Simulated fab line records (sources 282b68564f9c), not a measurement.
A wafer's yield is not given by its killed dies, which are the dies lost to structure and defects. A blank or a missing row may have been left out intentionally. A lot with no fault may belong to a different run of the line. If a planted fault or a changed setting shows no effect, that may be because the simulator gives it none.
A sampling plan put to the test || flow rit cmos || each of the 26 faults these records tell of, on one fab line, judged from the records of the lots it struck
What counts as the plan is the set of the line's own looks, namely the steps on the route at which a gauge or an inspection reads a wafer and does not change it. A look is open to judgement when struck wafers have a number at it and the file gives its usual mean and standard deviation on fault-free wafers. Caught: a look later than the fault's first step finds the struck wafers' mean 4 or more of those standard deviations (sigma) from the usual mean. On the tool: the fault's steps, tested the same way using the tool's own readings. If the struck wafers alone have a blank record, or they carry another recipe, that too counts as caught.

THE FAULTS, as the simulator had put them in
1. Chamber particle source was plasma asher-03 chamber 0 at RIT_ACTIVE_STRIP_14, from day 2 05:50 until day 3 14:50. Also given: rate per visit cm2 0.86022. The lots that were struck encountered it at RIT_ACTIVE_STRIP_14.
2. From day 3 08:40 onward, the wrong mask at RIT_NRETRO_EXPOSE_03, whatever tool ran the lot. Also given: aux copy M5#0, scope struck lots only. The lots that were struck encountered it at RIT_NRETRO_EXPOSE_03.
3. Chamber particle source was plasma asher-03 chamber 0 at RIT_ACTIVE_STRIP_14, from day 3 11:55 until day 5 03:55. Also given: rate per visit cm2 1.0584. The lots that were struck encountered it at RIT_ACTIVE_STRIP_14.
4. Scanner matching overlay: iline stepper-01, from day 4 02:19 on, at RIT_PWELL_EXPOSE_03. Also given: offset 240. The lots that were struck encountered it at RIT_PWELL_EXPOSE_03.
5. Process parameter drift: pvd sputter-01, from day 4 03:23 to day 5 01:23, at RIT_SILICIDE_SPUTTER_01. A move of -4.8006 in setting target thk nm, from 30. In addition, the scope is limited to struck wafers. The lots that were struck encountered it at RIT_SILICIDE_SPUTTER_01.
6. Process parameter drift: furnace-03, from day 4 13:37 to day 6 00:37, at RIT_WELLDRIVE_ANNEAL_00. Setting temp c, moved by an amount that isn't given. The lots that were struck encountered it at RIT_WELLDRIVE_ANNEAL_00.
7. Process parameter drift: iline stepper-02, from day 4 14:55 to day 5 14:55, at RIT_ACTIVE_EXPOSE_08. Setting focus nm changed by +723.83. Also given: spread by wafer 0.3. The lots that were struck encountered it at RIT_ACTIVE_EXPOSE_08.
8. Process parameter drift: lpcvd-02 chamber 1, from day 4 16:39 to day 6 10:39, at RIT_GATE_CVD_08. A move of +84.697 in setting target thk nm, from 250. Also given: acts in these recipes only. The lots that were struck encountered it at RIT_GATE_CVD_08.
9. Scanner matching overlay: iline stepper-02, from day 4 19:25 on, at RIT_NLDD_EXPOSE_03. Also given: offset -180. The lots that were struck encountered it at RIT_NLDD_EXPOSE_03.
10. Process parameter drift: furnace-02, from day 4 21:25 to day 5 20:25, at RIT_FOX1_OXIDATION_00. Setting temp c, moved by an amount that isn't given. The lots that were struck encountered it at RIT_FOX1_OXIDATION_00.
11. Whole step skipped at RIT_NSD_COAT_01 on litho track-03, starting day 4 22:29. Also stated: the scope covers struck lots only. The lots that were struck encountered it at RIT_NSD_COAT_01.
12. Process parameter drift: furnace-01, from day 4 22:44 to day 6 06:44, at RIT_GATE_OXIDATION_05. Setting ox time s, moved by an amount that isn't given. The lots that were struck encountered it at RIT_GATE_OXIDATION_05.
13. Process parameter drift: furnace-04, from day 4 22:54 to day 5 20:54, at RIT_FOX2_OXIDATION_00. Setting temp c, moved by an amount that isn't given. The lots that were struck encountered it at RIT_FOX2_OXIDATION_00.
14. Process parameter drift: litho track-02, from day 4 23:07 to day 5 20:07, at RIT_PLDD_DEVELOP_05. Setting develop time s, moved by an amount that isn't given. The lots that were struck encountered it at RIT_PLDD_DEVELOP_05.
15. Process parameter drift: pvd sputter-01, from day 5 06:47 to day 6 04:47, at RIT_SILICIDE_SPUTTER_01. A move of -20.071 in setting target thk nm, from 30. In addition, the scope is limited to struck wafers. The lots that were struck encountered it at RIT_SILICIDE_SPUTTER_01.
16. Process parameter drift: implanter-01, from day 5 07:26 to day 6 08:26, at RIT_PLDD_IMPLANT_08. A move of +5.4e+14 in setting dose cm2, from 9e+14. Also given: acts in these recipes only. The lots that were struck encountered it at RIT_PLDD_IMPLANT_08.
17. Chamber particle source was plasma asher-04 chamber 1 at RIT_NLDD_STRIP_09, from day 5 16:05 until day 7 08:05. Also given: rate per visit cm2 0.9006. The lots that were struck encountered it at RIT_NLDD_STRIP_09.
18. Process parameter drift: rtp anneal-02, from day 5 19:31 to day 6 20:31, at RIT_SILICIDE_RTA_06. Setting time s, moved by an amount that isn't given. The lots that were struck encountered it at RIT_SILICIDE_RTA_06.
19. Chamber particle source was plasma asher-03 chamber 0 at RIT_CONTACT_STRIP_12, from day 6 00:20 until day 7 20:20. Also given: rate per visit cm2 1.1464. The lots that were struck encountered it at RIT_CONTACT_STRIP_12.
20. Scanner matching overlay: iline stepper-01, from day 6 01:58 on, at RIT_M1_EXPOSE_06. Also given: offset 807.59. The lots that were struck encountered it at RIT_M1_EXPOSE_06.
21. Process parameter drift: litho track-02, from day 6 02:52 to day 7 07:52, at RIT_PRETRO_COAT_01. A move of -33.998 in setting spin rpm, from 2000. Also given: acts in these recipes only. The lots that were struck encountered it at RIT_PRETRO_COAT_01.
22. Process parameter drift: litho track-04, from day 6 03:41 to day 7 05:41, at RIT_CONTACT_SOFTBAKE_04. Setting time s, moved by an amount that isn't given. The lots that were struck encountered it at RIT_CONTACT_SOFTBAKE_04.
23. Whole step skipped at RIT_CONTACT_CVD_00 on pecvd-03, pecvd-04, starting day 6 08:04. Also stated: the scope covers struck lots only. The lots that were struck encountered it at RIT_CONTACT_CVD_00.
24. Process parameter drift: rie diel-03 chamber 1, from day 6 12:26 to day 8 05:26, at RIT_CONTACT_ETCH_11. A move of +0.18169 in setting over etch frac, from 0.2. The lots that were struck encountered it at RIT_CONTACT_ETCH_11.
25. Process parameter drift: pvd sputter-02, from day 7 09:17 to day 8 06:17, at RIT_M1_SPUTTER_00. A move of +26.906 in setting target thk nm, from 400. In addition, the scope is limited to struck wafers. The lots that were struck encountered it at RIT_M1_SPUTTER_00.
26. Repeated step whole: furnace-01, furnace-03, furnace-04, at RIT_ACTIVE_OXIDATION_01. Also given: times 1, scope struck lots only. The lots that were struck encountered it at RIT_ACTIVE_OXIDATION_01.

WHAT THE PLAN SAW
{"fault": 1, "on the tool itself": "under 2 sigma", "first look that catches it": "none of the 2 looks that can be judged after it", "reading, sigma": "-", "median hours from its first step to that look": "-", "hours from the fault's start to the first struck lot there": "-", "judged looks passed uncaught": 2}
{"fault": 2, "on the tool itself": "no reading that can be judged", "first look that catches it": "RIT_NRETRO_TW_MEAS_10", "reading, sigma": "NRETRO_TW -99 or beyond", "median hours from its first step to that look": 1.0, "hours from the fault's start to the first struck lot there": 3, "judged looks passed uncaught": 0}
{"fault": 3, "on the tool itself": "under 2 sigma", "first look that catches it": "not the one look that can be judged after it", "reading, sigma": "-", "median hours from its first step to that look": "-", "hours from the fault's start to the first struck lot there": "-", "judged looks passed uncaught": 1}
{"fault": 4, "on the tool itself": "under 2 sigma", "first look that catches it": "RIT_PWELL_OVL_MEAS_06", "reading, sigma": "PWELL_OVL +99 or beyond", "median hours from its first step to that look": 0.4, "hours from the fault's start to the first struck lot there": 13, "judged looks passed uncaught": 0}
{"fault": 5, "on the tool itself": "under 2 sigma", "first look that catches it": "RIT_SILICIDE_RS_MEAS_02", "reading, sigma": "SILICIDE_TI_RS +13", "median hours from its first step to that look": 0.1, "hours from the fault's start to the first struck lot there": 4, "judged looks passed uncaught": 0}
{"fault": 6, "on the tool itself": "tube center temp C -99 or beyond sigma", "first look that catches it": "RIT_WELLDRIVE_RS_MEAS_01", "reading, sigma": "NWELL_RS +22", "median hours from its first step to that look": 5.1, "hours from the fault's start to the first struck lot there": 2, "judged looks passed uncaught": 0}
{"fault": 7, "on the tool itself": "exposure dose mJ cm2 -36 sigma", "first look that catches it": "RIT_ACTIVE_CD_MEAS_11", "reading, sigma": "cd nm -10", "median hours from its first step to that look": 0.4, "hours from the fault's start to the first struck lot there": 8, "judged looks passed uncaught": 0}
{"fault": 8, "on the tool itself": "under 2 sigma", "first look that catches it": "RIT_GATE_THK_MEAS_09", "reading, sigma": "GATE_POLY_THK +35", "median hours from its first step to that look": 1.6, "hours from the fault's start to the first struck lot there": 6, "judged looks passed uncaught": 0}
{"fault": 9, "on the tool itself": "no reading that can be judged", "first look that catches it": "RIT_NLDD_OVL_MEAS_06", "reading, sigma": "NLDD_OVL -99 or beyond", "median hours from its first step to that look": 0.4, "hours from the fault's start to the first struck lot there": 5, "judged looks passed uncaught": 0}
{"fault": 10, "on the tool itself": "tube center temp C -99 or beyond sigma", "first look that catches it": "RIT_FOX1_THK_MEAS_01", "reading, sigma": "FOX1_OXIDE_THK -5.6", "median hours from its first step to that look": 1.3, "hours from the fault's start to the first struck lot there": 3, "judged looks passed uncaught": 0}
{"fault": 11, "on the tool itself": "the tool's record is blank for the struck wafers", "first look that catches it": "RIT_PSD_TW_MEAS_10", "reading, sigma": "PSD_TW +9.7", "median hours from its first step to that look": 2.8, "hours from the fault's start to the first struck lot there": 5, "judged looks passed uncaught": 0}
{"fault": 12, "on the tool itself": "no reading that can be judged", "first look that catches it": "RIT_GATE_THK_MEAS_07", "reading, sigma": "GATE_OXIDE_THK +26", "median hours from its first step to that look": 1.3, "hours from the fault's start to the first struck lot there": 4, "judged looks passed uncaught": 0}
{"fault": 13, "on the tool itself": "tube center temp C -99 or beyond sigma", "first look that catches it": "RIT_FOX2_THK_MEAS_01", "reading, sigma": "FOX2_OXIDE_THK -8.2", "median hours from its first step to that look": 1.3, "hours from the fault's start to the first struck lot there": 3, "judged looks passed uncaught": 0}
{"fault": 14, "on the tool itself": "no reading that can be judged", "first look that catches it": "RIT_PLDD_TW_MEAS_10", "reading, sigma": "PLDD_TW -99 or beyond", "median hours from its first step to that look": 1.2, "hours from the fault's start to the first struck lot there": 3, "judged looks passed uncaught": 0}
{"fault": 15, "on the tool itself": "under 2 sigma", "first look that catches it": "RIT_SILICIDE_RS_MEAS_02", "reading, sigma": "SILICIDE_TI_RS +99 or beyond", "median hours from its first step to that look": 0.1, "hours from the fault's start to the first struck lot there": 7, "judged looks passed uncaught": 0}
{"fault": 16, "on the tool itself": "dose ions cm2 +99 or beyond sigma", "first look that catches it": "RIT_PLDD_TW_MEAS_10", "reading, sigma": "PLDD_TW +23", "median hours from its first step to that look": 0.3, "hours from the fault's start to the first struck lot there": 6, "judged looks passed uncaught": 0}
{"fault": 17, "on the tool itself": "under 2 sigma", "first look that catches it": "no look after it can be judged", "reading, sigma": "-", "median hours from its first step to that look": "-", "hours from the fault's start to the first struck lot there": "-", "judged looks passed uncaught": 0}
{"fault": 18, "on the tool itself": "under 2 sigma", "first look that catches it": "none of the 8 looks that can be judged after it", "reading, sigma": "-", "median hours from its first step to that look": "-", "hours from the fault's start to the first struck lot there": "-", "judged looks passed uncaught": 8}
{"fault": 19, "on the tool itself": "under 2 sigma", "first look that catches it": "no look after it can be judged", "reading, sigma": "-", "median hours from its first step to that look": "-", "hours from the fault's start to the first struck lot there": "-", "judged looks passed uncaught": 0}
{"fault": 20, "on the tool itself": "no reading that can be judged", "first look that catches it": "RIT_M1_OVL_MEAS_10", "reading, sigma": "M1_OVL +99 or beyond", "median hours from its first step to that look": 0.5, "hours from the fault's start to the first struck lot there": 3, "judged looks passed uncaught": 0}
{"fault": 21, "on the tool itself": "spin speed rpm -25 sigma", "first look that catches it": "not the one look that can be judged after it", "reading, sigma": "-", "median hours from its first step to that look": "-", "hours from the fault's start to the first struck lot there": "-", "judged looks passed uncaught": 1}
{"fault": 22, "on the tool itself": "heater power total W +99 or beyond sigma", "first look that catches it": "not the one look that can be judged after it", "reading, sigma": "-", "median hours from its first step to that look": "-", "hours from the fault's start to the first struck lot there": "-", "judged looks passed uncaught": 1}
{"fault": 23, "on the tool itself": "the tool's record is blank for the struck wafers", "first look that catches it": "none of the 2 looks that can be judged after it", "reading, sigma": "-", "median hours from its first step to that look": "-", "hours from the fault's start to the first struck lot there": "-", "judged looks passed uncaught": 2}
{"fault": 24, "on the tool itself": "under 2 sigma", "first look that catches it": "no look after it can be judged", "reading, sigma": "-", "median hours from its first step to that look": "-", "hours from the fault's start to the first struck lot there": "-", "judged looks passed uncaught": 0}
{"fault": 25, "on the tool itself": "under 2 sigma", "first look that catches it": "RIT_M1_RS_MEAS_01", "reading, sigma": "M1_AL_RS -5.1", "median hours from its first step to that look": 0.3, "hours from the fault's start to the first struck lot there": 14, "judged looks passed uncaught": 0}
{"fault": 26, "on the tool itself": "under 2 sigma", "first look that catches it": "RIT_ACTIVE_THK_MEAS_02", "reading, sigma": "ACTIVE_OXIDE_THK +22", "median hours from its first step to that look": 4.9, "hours from the fault's start to the first struck lot there": "-", "judged looks passed uncaught": 0}
A dash: this means the fault isn't caught or the number doesn't appear in these records.

Caught at a look: 17 of 26. Caught on the tool: 9 of 26. By one or the other: 20 of 26.
On the tool alone, faults 21, 22, 23 were caught.
Caught at a look alone: faults 2, 4, 5, 8, 9, 12, 14, 15, 20, 25, 26.
Caught by neither: faults 1, 3, 17, 18, 19, 24.

THINNER SAMPLING
Were the look that catches a fault to measure just every second or every third lot (counted by lot number), the first struck lot would, at worst, be measured this late:
{"fault": 2, "struck lots at that look, in order of time": "L396", "every lot": "3 h", "every second lot": "may miss it", "every third lot": "may miss it"}
{"fault": 4, "struck lots at that look, in order of time": "L252, L254, L256", "every lot": "13 h", "every second lot": "may miss all 3", "every third lot": "33 h"}
{"fault": 5, "struck lots at that look, in order of time": "L490, L492, L493", "every lot": "4 h", "every second lot": "21 h", "every third lot": "may miss all 3"}
{"fault": 6, "struck lots at that look, in order of time": "L297, L298, L299", "every lot": "2 h", "every second lot": "8 h", "every third lot": "13 h"}
{"fault": 7, "struck lots at that look, in order of time": "L498, L499, L501", "every lot": "8 h", "every second lot": "13 h", "every third lot": "may miss all 3"}
{"fault": 8, "struck lots at that look, in order of time": "L260, L262, L263", "every lot": "6 h", "every second lot": "22 h", "every third lot": "may miss all 3"}
{"fault": 9, "struck lots at that look, in order of time": "L977, L978", "every lot": "5 h", "every second lot": "9 h", "every third lot": "may miss all 2"}
{"fault": 10, "struck lots at that look, in order of time": "L248, L249", "every lot": "3 h", "every second lot": "9 h", "every third lot": "may miss all 2"}
{"fault": 11, "struck lots at that look, in order of time": "L520, L521", "every lot": "5 h", "every second lot": "10 h", "every third lot": "may miss all 2"}
{"fault": 12, "struck lots at that look, in order of time": "L677, L681", "every lot": "4 h", "every second lot": "may miss all 2", "every third lot": "may miss all 2"}
{"fault": 13, "struck lots at that look, in order of time": "L753, L755", "every lot": "3 h", "every second lot": "may miss all 2", "every third lot": "may miss all 2"}
{"fault": 14, "struck lots at that look, in order of time": "L352, L353, L354", "every lot": "3 h", "every second lot": "8 h", "every third lot": "14 h"}
{"fault": 15, "struck lots at that look, in order of time": "L862, L864", "every lot": "7 h", "every second lot": "may miss all 2", "every third lot": "may miss all 2"}
{"fault": 16, "struck lots at that look, in order of time": "L367, L369", "every lot": "6 h", "every second lot": "may miss all 2", "every third lot": "may miss all 2"}
{"fault": 20, "struck lots at that look, in order of time": "L410, L411, L413, L414", "every lot": "3 h", "every second lot": "7 h", "every third lot": "may miss all 4"}
{"fault": 25, "struck lots at that look, in order of time": "L444", "every lot": "14 h", "every second lot": "may miss it", "every third lot": "may miss it"}
Hours count from the start of the fault until the first struck lot that is measured. Since the struck wafers were tested as one group against 4 sigma, a single lot by itself may lie under the limit. Other struck lots may not be in these records.

THE LONGEST TIMED WAY FROM STEP TO LOOK
Fault 6: median gap of 5.1 hours between RIT_WELLDRIVE_ANNEAL_00 and RIT_WELLDRIVE_RS_MEAS_01. No look between them can be judged.
